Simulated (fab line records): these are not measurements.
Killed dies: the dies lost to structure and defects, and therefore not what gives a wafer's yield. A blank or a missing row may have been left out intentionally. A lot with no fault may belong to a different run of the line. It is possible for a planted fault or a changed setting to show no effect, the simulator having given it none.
Which of the tools did it? :: flow berkeley_cmos170 :: Sampling: 14 lots, 40 wafers, 6 of 331 route steps

== WHAT THE GAUGES READ, wafer by wafer ==
UCB170_PSD_OVL_MEAS_07. Usual: PSD_OVL gives 0 nm (standard deviation 6.3).
lot: L972
measured: day 7 23:50
on: overlay-02
PSD_OVL (nm): 2 -2 6
flag: 

lot: L970
measured: day 8 00:23
on: overlay-02
PSD_OVL (nm): -6 -3 -1
flag: 

lot: L974
measured: day 8 10:47
on: overlay-02
PSD_OVL (nm): 8 0 -1
flag: 

lot: L973
measured: day 8 10:42
on: overlay-02
PSD_OVL (nm): 6 4 -4
flag: 

lot: L976
measured: day 9 02:19
on: overlay-02
PSD_OVL (nm): 1 1 -4
flag: 

lot: L979
measured: day 9 09:05
on: overlay-01
PSD_OVL (nm): 4 11 5
flag: 

lot: L978
measured: day 9 09:13
on: overlay-02
PSD_OVL (nm): -1 -1 -3
flag: 

lot: L982
measured: day 9 21:13
on: overlay-02
PSD_OVL (nm): 7 0 11
flag: 

lot: L984
measured: day 10 07:31
on: overlay-01
PSD_OVL (nm): 1 -1 -10
flag: 

lot: L985
measured: day 10 23:59
on: overlay-02
PSD_OVL (nm): -13
flag: 

lot: L989
measured: day 11 19:54
on: overlay-02
PSD_OVL (nm): -11 1 -5
flag: 

lot: L991
measured: day 12 02:49
on: overlay-02
PSD_OVL (nm): 8 6 -5
flag: 

lot: L992
measured: day 12 02:42
on: overlay-01
PSD_OVL (nm): 6 2 -4
flag: 

lot: L993
measured: day 12 11:14
on: overlay-02
PSD_OVL (nm): -9 6 2
flag: 

UCB170_SILICIDE_THK_MEAS_03: measures by xrf. Usual: SILICIDE_TI_THK gives 29.7 nm (standard deviation 0.3).
lot: L972
measured: day 8 04:57
on: film_metro-02
SILICIDE_TI_THK (nm): 30.0 29.7 30.0
flag: 

lot: L970
measured: day 8 05:25
on: film_metro-01
SILICIDE_TI_THK (nm): 29.5 29.7 29.8
flag: 

lot: L974
measured: day 8 15:33
on: film_metro-03
SILICIDE_TI_THK (nm): 29.2 29.2 29.8
flag: 

lot: L973
measured: day 8 15:12
on: film_metro-03
SILICIDE_TI_THK (nm): 29.2 29.3 29.0
flag: 

lot: L976
measured: day 9 08:14
on: film_metro-02
SILICIDE_TI_THK (nm): 30.1 30.4 30.2
flag: 

lot: L979
measured: day 9 15:42
on: film_metro-02
SILICIDE_TI_THK (nm): 29.8 29.8 30.3
flag: 

lot: L978
measured: day 9 15:34
on: film_metro-01
SILICIDE_TI_THK (nm): 29.2 29.3 29.4
flag: 

lot: L982
measured: day 10 01:09
on: film_metro-03
SILICIDE_TI_THK (nm): 30.0 30.0 30.0
flag: 

lot: L984
measured: day 10 11:29
on: film_metro-02
SILICIDE_TI_THK (nm): 29.2 29.3 29.2
flag: 

lot: L985
measured: day 11 03:58
on: film_metro-02
SILICIDE_TI_THK (nm): 29.7
flag: 

lot: L989
measured: day 12 00:48
on: film_metro-03
SILICIDE_TI_THK (nm): 29.7 30.1 29.5
flag: 

lot: L991
measured: day 12 06:47
on: film_metro-01
SILICIDE_TI_THK (nm): 29.4 29.3 29.7
flag: 

lot: L992
measured: day 12 06:31
on: film_metro-03
SILICIDE_TI_THK (nm): 29.9 29.8 29.9
flag: 

lot: L993
measured: day 12 15:41
on: film_metro-03
SILICIDE_TI_THK (nm): 29.9 29.6 29.6
flag: 

UCB170_V1_THK_MEAS_01. Usual: V1_TEOS_THK gives 1999 nm (standard deviation 34).
lot: L972
measured: day 8 19:56
on: film_metro-01
V1_TEOS_THK (nm): 1982 1997 2003
flag: 

lot: L970
measured: day 8 18:35
on: film_metro-01
V1_TEOS_THK (nm): 1953 1940 1960
flag: 

lot: L974
measured: day 9 01:42
on: film_metro-03
V1_TEOS_THK (nm): 1992 2006 2009
flag: 

lot: L973
measured: day 9 00:22
on: film_metro-01
V1_TEOS_THK (nm): 1974 1965 2018
flag: 

lot: L976
measured: day 9 16:37
on: film_metro-01
V1_TEOS_THK (nm): 2044 2037 2050
flag: 

lot: L979
measured: day 10 02:07
on: film_metro-04
V1_TEOS_THK (nm): 2004 2031 2050
flag: 

lot: L978
measured: day 10 00:54
on: film_metro-03
V1_TEOS_THK (nm): 1962 2002 2001
flag: 

lot: L982
measured: day 10 09:05
on: film_metro-03
V1_TEOS_THK (nm): 1965 1965 1987
flag: 

lot: L984
measured: day 10 22:10
on: film_metro-01
V1_TEOS_THK (nm): 1954 1742 1801
flag: OFF

lot: L985
measured: day 11 13:58
on: film_metro-04
V1_TEOS_THK (nm): 1801
flag: OFF

lot: L989
measured: day 12 09:07
on: film_metro-03
V1_TEOS_THK (nm): 1972 1950 1971
flag: 

lot: L991
measured: day 12 19:02
on: film_metro-03
V1_TEOS_THK (nm): 2018 2007 2032
flag: 

lot: L992
measured: day 12 17:43
on: film_metro-01
V1_TEOS_THK (nm): 1967 1969 2004
flag: 

lot: L993
measured: day 12 23:55
on: film_metro-04
V1_TEOS_THK (nm): 2011 1988 2042
flag: 

UCB170_V1_THK_MEAS_04. Usual: V1_POLISHED_THK gives 1000.1 nm (standard deviation 1.2).
lot: L972
measured: day 8 20:25
on: film_metro-03
V1_POLISHED_THK (nm): 1000.0 999.9 999.7
flag: 

lot: L970
measured: day 8 19:04
on: film_metro-03
V1_POLISHED_THK (nm): 1001.2 1003.0 999.5
flag: 

lot: L974
measured: day 9 02:11
on: film_metro-01
V1_POLISHED_THK (nm): 998.4 1001.7 1000.4
flag: 

lot: L973
measured: day 9 00:51
on: film_metro-04
V1_POLISHED_THK (nm): 1000.8 999.3 999.7
flag: 

lot: L976
measured: day 9 17:06
on: film_metro-03
V1_POLISHED_THK (nm): 998.3 999.9 1000.2
flag: 

lot: L979
measured: day 10 02:35
on: film_metro-03
V1_POLISHED_THK (nm): 1002.0 1000.6 1000.1
flag: 

lot: L978
measured: day 10 01:23
on: film_metro-03
V1_POLISHED_THK (nm): 1002.5 1002.0 1001.0
flag: 

lot: L982
measured: day 10 09:34
on: film_metro-03
V1_POLISHED_THK (nm): 1000.0 999.9 1000.6
flag: 

lot: L984
measured: day 10 22:39
on: film_metro-03
V1_POLISHED_THK (nm): 1001.1 793.4 790.0
flag: OFF

lot: L985
measured: day 11 14:27
on: film_metro-01
V1_POLISHED_THK (nm): 785.0
flag: OFF

lot: L989
measured: day 12 09:36
on: film_metro-04
V1_POLISHED_THK (nm): 1000.5 999.8 999.2
flag: 

lot: L991
measured: day 12 19:31
on: film_metro-01
V1_POLISHED_THK (nm): 998.9 1000.1 1000.7
flag: 

lot: L992
measured: day 12 18:12
on: film_metro-01
V1_POLISHED_THK (nm): 1001.1 998.3 999.6
flag: 

lot: L993
measured: day 13 00:23
on: film_metro-01
V1_POLISHED_THK (nm): 999.8 999.0 1000.2
flag: 

== WHAT TOOL EACH LOT RAN ON (gives the tool, then ch and the chambers of the sampled wafers, and finally the start) ==
lot: L972
UCB170_PLDD_STRIP_10: plasma_asher-03 ch 0,1, day 7 15:58
UCB170_V1_CVD_00: pecvd-04 ch 0,1,2, day 8 19:46

lot: L970
UCB170_PLDD_STRIP_10: plasma_asher-04 ch 0,1, day 7 16:10
UCB170_V1_CVD_00: pecvd-04 ch 1,2, day 8 18:26

lot: L974
UCB170_PLDD_STRIP_10: plasma_asher-04 ch 0,1, day 8 00:25
UCB170_V1_CVD_00: pecvd-02 ch 0,1,2, day 9 01:33

lot: L973
UCB170_PLDD_STRIP_10: plasma_asher-03 ch 0,1, day 8 00:32
UCB170_V1_CVD_00: pecvd-04 ch 0,2, day 9 00:13

lot: L976
UCB170_PLDD_STRIP_10: plasma_asher-01 ch 0,1, day 8 16:19
UCB170_V1_CVD_00: pecvd-02 ch 0,1,2, day 9 16:27

lot: L979
UCB170_PLDD_STRIP_10: plasma_asher-01 ch 0,1, day 8 23:40
UCB170_V1_CVD_00: pecvd-01 ch 0,2, day 10 01:57

lot: L978
UCB170_PLDD_STRIP_10: plasma_asher-03 ch 0,1, day 8 23:55
UCB170_V1_CVD_00: pecvd-04 ch 1,2, day 10 00:37

lot: L982
UCB170_PLDD_STRIP_10: plasma_asher-01 ch 0,1, day 9 11:00
UCB170_V1_CVD_00: pecvd-02 ch 0,1, day 10 08:55

lot: L984
UCB170_PLDD_STRIP_10: plasma_asher-03 ch 0,1, day 9 21:23
UCB170_V1_CVD_00: pecvd-02 ch 0,1, day 10 22:01

lot: L985
UCB170_PLDD_STRIP_10: plasma_asher-01 ch 0, day 10 14:47
UCB170_V1_CVD_00: pecvd-02 ch 0, day 11 13:47

lot: L989
UCB170_PLDD_STRIP_10: plasma_asher-04 ch 0,1, day 11 12:26
UCB170_V1_CVD_00: pecvd-04 ch 0,1,2, day 12 08:58

lot: L991
UCB170_PLDD_STRIP_10: plasma_asher-03 ch 0,1, day 11 13:02
UCB170_V1_CVD_00: pecvd-01 ch 0,1,2, day 12 18:53

lot: L992
UCB170_PLDD_STRIP_10: plasma_asher-01 ch 0,1, day 11 13:10
UCB170_V1_CVD_00: pecvd-04 ch 0,1,2, day 12 17:33

lot: L993
UCB170_PLDD_STRIP_10: plasma_asher-03 ch 0,1, day 12 00:14
UCB170_V1_CVD_00: pecvd-01 ch 0,1, day 12 23:45
- UCB170_PLDD_STRIP_10: strips in O2.
- UCB170_V1_CVD_00: deposits SiO2 from TEOS/O2, target thk 2000 nm, time 250 s.

== WHAT THE TOOLS THEMSELVES READ (means of the sampled wafers that have a number; where no wafer has one, the mark that the record gives instead) ==
UCB170_PLDD_STRIP_10. Usual: chamber_pressure_mTorr 3500.5 mTorr, standard deviation 3; drypump_motor_current_A 5.7 A, standard deviation 0.37; oes_product_au 0.734 a.u., standard deviation 0.0041; strip_time_to_endpoint_s 21.65 s, standard deviation 0.058.
lot: L972
tool: plasma_asher-03
chamber_pressure_mTorr (mTorr): 3499.5
drypump_motor_current_A (A): 5.7
oes_product_au (a.u.): 0.738
strip_time_to_endpoint_s (s): 21.64
flag: 

lot: L970
tool: plasma_asher-04
chamber_pressure_mTorr (mTorr): 3501.9
drypump_motor_current_A (A): 6.0
oes_product_au (a.u.): 0.736
strip_time_to_endpoint_s (s): 21.70
flag: 

lot: L974
tool: plasma_asher-04
chamber_pressure_mTorr (mTorr): 3502.2
drypump_motor_current_A (A): 6.1
oes_product_au (a.u.): 0.738
strip_time_to_endpoint_s (s): 21.67
flag: 

lot: L973
tool: plasma_asher-03
chamber_pressure_mTorr (mTorr): 3498.8
drypump_motor_current_A (A): 5.7
oes_product_au (a.u.): 0.737
strip_time_to_endpoint_s (s): 21.65
flag: 

lot: L976
tool: plasma_asher-01
chamber_pressure_mTorr (mTorr): 3499.0
drypump_motor_current_A (A): 5.1
oes_product_au (a.u.): 0.730
strip_time_to_endpoint_s (s): 21.54
flag: 

lot: L979
tool: plasma_asher-01
chamber_pressure_mTorr (mTorr): 3500.4
drypump_motor_current_A (A): 5.1
oes_product_au (a.u.): 0.736
strip_time_to_endpoint_s (s): 21.65
flag: 

lot: L978
tool: plasma_asher-03
chamber_pressure_mTorr (mTorr): 3498.9
drypump_motor_current_A (A): 5.7
oes_product_au (a.u.): 0.734
strip_time_to_endpoint_s (s): 21.59
flag: 

lot: L982
tool: plasma_asher-01
chamber_pressure_mTorr (mTorr): 3500.1
drypump_motor_current_A (A): 5.2
oes_product_au (a.u.): 0.733
strip_time_to_endpoint_s (s): 21.64
flag: 

lot: L984
tool: plasma_asher-03
chamber_pressure_mTorr (mTorr): 3501.3
drypump_motor_current_A (A): 5.7
oes_product_au (a.u.): 0.740
strip_time_to_endpoint_s (s): 21.60
flag: 

lot: L985
tool: plasma_asher-01
chamber_pressure_mTorr (mTorr): 3502.9
drypump_motor_current_A (A): 5.2
oes_product_au (a.u.): 0.728
strip_time_to_endpoint_s (s): 21.61
flag: 

lot: L989
tool: plasma_asher-04
chamber_pressure_mTorr (mTorr): 3499.9
drypump_motor_current_A (A): 6.1
oes_product_au (a.u.): 0.733
strip_time_to_endpoint_s (s): 21.65
flag: 

lot: L991
tool: plasma_asher-03
chamber_pressure_mTorr (mTorr): 3501.9
drypump_motor_current_A (A): 5.7
oes_product_au (a.u.): 0.737
strip_time_to_endpoint_s (s): 21.61
flag: 

lot: L992
tool: plasma_asher-01
chamber_pressure_mTorr (mTorr): 3500.0
drypump_motor_current_A (A): 5.2
oes_product_au (a.u.): 0.738
strip_time_to_endpoint_s (s): 21.66
flag: 

lot: L993
tool: plasma_asher-03
chamber_pressure_mTorr (mTorr): 3501.7
drypump_motor_current_A (A): 5.7
oes_product_au (a.u.): 0.733
strip_time_to_endpoint_s (s): 21.70
flag: 

UCB170_V1_CVD_00. Usual: heater_power_w reads 249 W (standard deviation 52).
lot: L972
tool: pecvd-04
heater_power_w (W): 265
flag: 

lot: L970
tool: pecvd-04
heater_power_w (W): 250
flag: 

lot: L974
tool: pecvd-02
heater_power_w (W): 208
flag: 

lot: L973
tool: pecvd-04
heater_power_w (W): 239
flag: 

lot: L976
tool: pecvd-02
heater_power_w (W): 234
flag: 

lot: L979
tool: pecvd-01
heater_power_w (W): 267
flag: 

lot: L978
tool: pecvd-04
heater_power_w (W): 225
flag: 

lot: L982
tool: pecvd-02
heater_power_w (W): 237
flag: 

lot: L984
tool: pecvd-02
heater_power_w (W): 230
flag: 

lot: L985
tool: pecvd-02
heater_power_w (W): 261
flag: 

lot: L989
tool: pecvd-04
heater_power_w (W): 261
flag: 

lot: L991
tool: pecvd-01
heater_power_w (W): 279
flag: 

lot: L992
tool: pecvd-04
heater_power_w (W): 273
flag: 

lot: L993
tool: pecvd-01
heater_power_w (W): 307
flag: 

== THE ANSWER, worked out from the rows above alone ==
Rule: a lot is off if the mean of its wafers that have a number lies more than 3 standard deviations from the usual mean. Also off: a lot with no number at a reading for which 4 or more lots have one. Any other lot the step has rows for is counted as sound. Order of review: gauges by route order, followed by the tools' own readings, for which a lot's mean as printed above is used. The first step at which some lot is off is used, and at that step the reading that is off furthest; a lot without a number counts as furthest.
Off: L984, L985, seen at UCB170_V1_THK_MEAS_01 (V1_TEOS_THK).
If a tool, at a process step before that reading, ran all the lots that are off and no sound lot after the first of them, it fits. Gauges at UCB170_V1_THK_MEAS_01: tried the same way as those tools. One fits: UCB170_V1_CVD_00 on pecvd-02. A fault onset in the window from L982 (day 10 08:55, its last sound lot) to L984 (day 10 22:01, its first lot off) fits.

== WHAT HAD BEEN PUT IN BY THE SIMULATOR ==
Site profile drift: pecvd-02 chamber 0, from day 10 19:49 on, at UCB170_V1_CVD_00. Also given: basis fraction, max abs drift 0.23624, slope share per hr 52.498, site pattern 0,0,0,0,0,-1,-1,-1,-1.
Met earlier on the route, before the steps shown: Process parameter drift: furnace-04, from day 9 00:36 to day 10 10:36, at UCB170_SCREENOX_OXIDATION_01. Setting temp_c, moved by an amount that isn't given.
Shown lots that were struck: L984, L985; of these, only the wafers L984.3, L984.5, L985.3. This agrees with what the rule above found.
